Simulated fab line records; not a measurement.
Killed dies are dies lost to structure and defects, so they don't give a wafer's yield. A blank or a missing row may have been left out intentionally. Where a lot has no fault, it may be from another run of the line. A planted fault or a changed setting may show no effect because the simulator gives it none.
The tool behind it: which one? || flow berkeley-cmos170 || 21 wafers from 7 lots sampled at 2 of the route's 331 steps

== WHAT THE GAUGES READ, wafer by wafer ==
UCB170_START_THK_MEAS_03.
{"lot": "L669", "measured": "day 1 17:22", "on": "film-metro-02", "START_OXIDE_THK (nm)": "20.1 19.9 20.3"}
{"lot": "L671", "measured": "day 2 06:47", "on": "film-metro-02", "START_OXIDE_THK (nm)": "20.3 20.5 20.1"}
{"lot": "L677", "measured": "day 3 15:08", "on": "film-metro-03", "START_OXIDE_THK (nm)": "31.9 32.3 31.9"}
{"lot": "L681", "measured": "day 4 08:22", "on": "film-metro-03", "START_OXIDE_THK (nm)": "20.0 20.4 20.2"}
{"lot": "L683", "measured": "day 4 22:15", "on": "film-metro-02", "START_OXIDE_THK (nm)": "20.1 20.4 20.5"}
{"lot": "L686", "measured": "day 5 09:41", "on": "film-metro-03", "START_OXIDE_THK (nm)": "20.2 20.5 20.7"}
{"lot": "L688", "measured": "day 5 20:17", "on": "film-metro-02", "START_OXIDE_THK (nm)": "20.8 20.9 20.8"}

== WHICH TOOL RAN EACH LOT (tool, then ch and the chambers of the sampled wafers, then the start) ==
{"lot": "L669", "UCB170_START_OXIDATION_02": "furnace-02 ch 0, day 1 15:50"}
{"lot": "L671", "UCB170_START_OXIDATION_02": "furnace-04 ch 0, day 2 05:17"}
{"lot": "L677", "UCB170_START_OXIDATION_02": "furnace-02 ch 0, day 3 10:34"}
{"lot": "L681", "UCB170_START_OXIDATION_02": "furnace-02 ch 0, day 4 06:52"}
{"lot": "L683", "UCB170_START_OXIDATION_02": "furnace-02 ch 0, day 4 20:45"}
{"lot": "L686", "UCB170_START_OXIDATION_02": "furnace-02 ch 0, day 5 08:11"}
{"lot": "L688", "UCB170_START_OXIDATION_02": "furnace-01 ch 0, day 5 18:47"}
- UCB170_START_OXIDATION_02: target thk 20 nm, ox time 1800 s.

== THE ANSWER, worked out from the rows above alone ==
Rule: the usual values come from the lots themselves. The widest of any qualifying gaps counts: lots, ordered by their means at a reading, are off when they make up no more than a third of the lots, leave a main group of 4 or more, and stand apart from it by 3 or more times the standard deviation of that group's means. The tables above print the reading to a certain number of digits; a main group whose means all agree to those digits is not used. Also off: a lot with no number at a reading for which 4 or more lots have one. All remaining lots with rows at the step are treated as sound.
Off: L677, at UCB170_START_THK_MEAS_03 (START_OXIDE_THK). For the main group the mean is 20.4 nm and the standard deviation 0.24.
A tool fits if, at a process step before that reading, it ran every lot that is off, and no sound lot after the first of them. Gauges at UCB170_START_THK_MEAS_03: tried the same way as those tools. No candidate that was tried fits.

== WHAT THE SIMULATOR HAD PUT IN ==
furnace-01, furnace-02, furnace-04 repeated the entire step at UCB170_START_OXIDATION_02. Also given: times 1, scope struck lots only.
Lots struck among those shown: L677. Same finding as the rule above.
